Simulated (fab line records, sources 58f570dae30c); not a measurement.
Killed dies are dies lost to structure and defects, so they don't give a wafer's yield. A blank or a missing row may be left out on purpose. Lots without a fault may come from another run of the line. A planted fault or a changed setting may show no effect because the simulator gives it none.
Problem report in the 8D (eight disciplines) form, filled by code | flow berkeley_cmos170 | the parts of the form that need people (team, actions taken, sign-off) are left out

1. THE PROBLEM
M2_AL_RS at UCB170_M2_RS_MEAS_02 reads a mean of 0.0414 ohm/sq on 1 wafer of 1 lot; wafers without a fault read 0.0322 ohm/sq with a standard deviation of 0.00033. That is +28 standard deviations from the usual mean.
The step: measures by four-point-probe.
First seen on wafer L819.6, day 8 22:24, on film_metro-04. The record holds 33 wafers of 11 lots with a number at this step. Rule for "out", or "out of limits": more than 4 standard deviations from the usual mean. The other wafers with a number count as sound.

2. WHAT IT IS AND WHAT IT IS NOT
question                    | is               | is not
which readings at this step | M2_AL_RS         | -
which lots                  | L819             | L810, L811, L823, L825, L826, L827, L829, L830, L832, L833
which wafers of those lots  | L819.6           | L819.3, L819.5
read on which gauges        | film_metro-04    | film_metro-01, film_metro-03
when                        | from day 8 22:24 | up to then (8 sound wafers); but 24 sound wafers of L823, L825, L826, L827, L829, L830, L832, L833 came after

3. SUSPECTS, AND WHAT RULES EACH OUT
Counting: a tool at a process step up to the reading stays a suspect if it ran every lot that is out. Sound lots after the first of them don't rule it out here, since some wafers of a struck lot are sound.
- the gauge at UCB170_M2_RS_MEAS_02: ruled out. All the wafers that are out were read on film_metro-04, but those of them that UCB170_M2_METAL_ETCH_18 has rows for are out there too, on other tools.
- rtp_anneal-02 at UCB170_CONTACT_RTA_08 (time 10 s): kept. It ran the lot that is out, L819 (day 8 10:53); its last sound lot up to then is L811 (day 6 20:17).
- pecvd-01 at UCB170_V1_CVD_00 (deposits SiO2 from TEOS/O2, target thk 2000 nm, time 250 s): kept. It ran the lot that is out, L819 (day 8 19:35); its last sound lot up to then is L810 (day 7 06:33).
- plasma_asher-03 at UCB170_V1_STRIP_15 (strips in O2): kept. It ran the lot that is out, L819 (day 8 22:02); its last sound lot up to then is L810 (day 7 09:19).
- pvd_sputter-01 at UCB170_M2_SPUTTER_01 (material Al, target thk 900 nm, time 120 s): kept. It ran the lot that is out, L819 (day 8 22:17); its last sound lot up to then is L810 (day 7 09:37).
- Within pecvd-01 at UCB170_V1_CVD_00: the wafers that are out ran in chamber 0; their sound lot-mates ran in chamber 1.
- Within plasma_asher-03 at UCB170_V1_STRIP_15: the wafers that are out ran in chamber 0; their sound lot-mates ran in chamber 1.
Left after counting: rtp_anneal-02 at UCB170_CONTACT_RTA_08, pecvd-01 at UCB170_V1_CVD_00, plasma_asher-03 at UCB170_V1_STRIP_15, pvd_sputter-01 at UCB170_M2_SPUTTER_01.

4. THE CAUSE (what the simulator had put in)
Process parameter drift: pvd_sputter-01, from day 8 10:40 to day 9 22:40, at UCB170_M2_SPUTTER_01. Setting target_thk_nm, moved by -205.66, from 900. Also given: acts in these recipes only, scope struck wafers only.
Counting left 4 suspects, and this tool is among them.

5. THE CHAIN OF EFFECTS, in route order
Each row: a reading whose mean over the struck wafers that have a number lies more than 3 standard deviations from the usual. Only readings for which the record gives a usual standard deviation are gone through. hours: the time from each lot's start at the first step in this table that gives one to its start at this step, as a median over the lots. sigmas: the change in usual standard deviations.
hours | step                    | reading        | usual         | on struck wafers | change  | sigmas
0     | UCB170_M2_RS_MEAS_02    | M2_AL_RS       | 0.0322 ohm/sq | 0.0414           | +0.0092 | +28
0     | UCB170_M2_THK_MEAS_03   | M2_AL_THK      | 919 nm        | 714              | -205    | -19
3     | UCB170_M2_METAL_ETCH_18 | oes_product_au | 0.847 a.u.    | 0.741            | -0.106  | -7.1
The process steps in it:
- UCB170_M2_METAL_ETCH_18: etches Al in Cl2/BCl3, stops on SiO2, target depth 1170 nm, time 195 s.

6. WHAT WOULD HAVE CAUGHT IT SOONER
In this record the first reading out of limits at a measuring or inspecting step was taken at day 8 22:24, 12 hours after the fault began at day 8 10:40.
Of the tool readings at UCB170_M2_SPUTTER_01 for which the record gives a usual standard deviation, none was out on any struck wafer, so an alarm limit of 4 standard deviations on them would not have fired.
All the lots that are out (1) had begun UCB170_M2_SPUTTER_01 on pvd_sputter-01 by day 8 22:24. A hold on the tool at that time would have spared none of them.
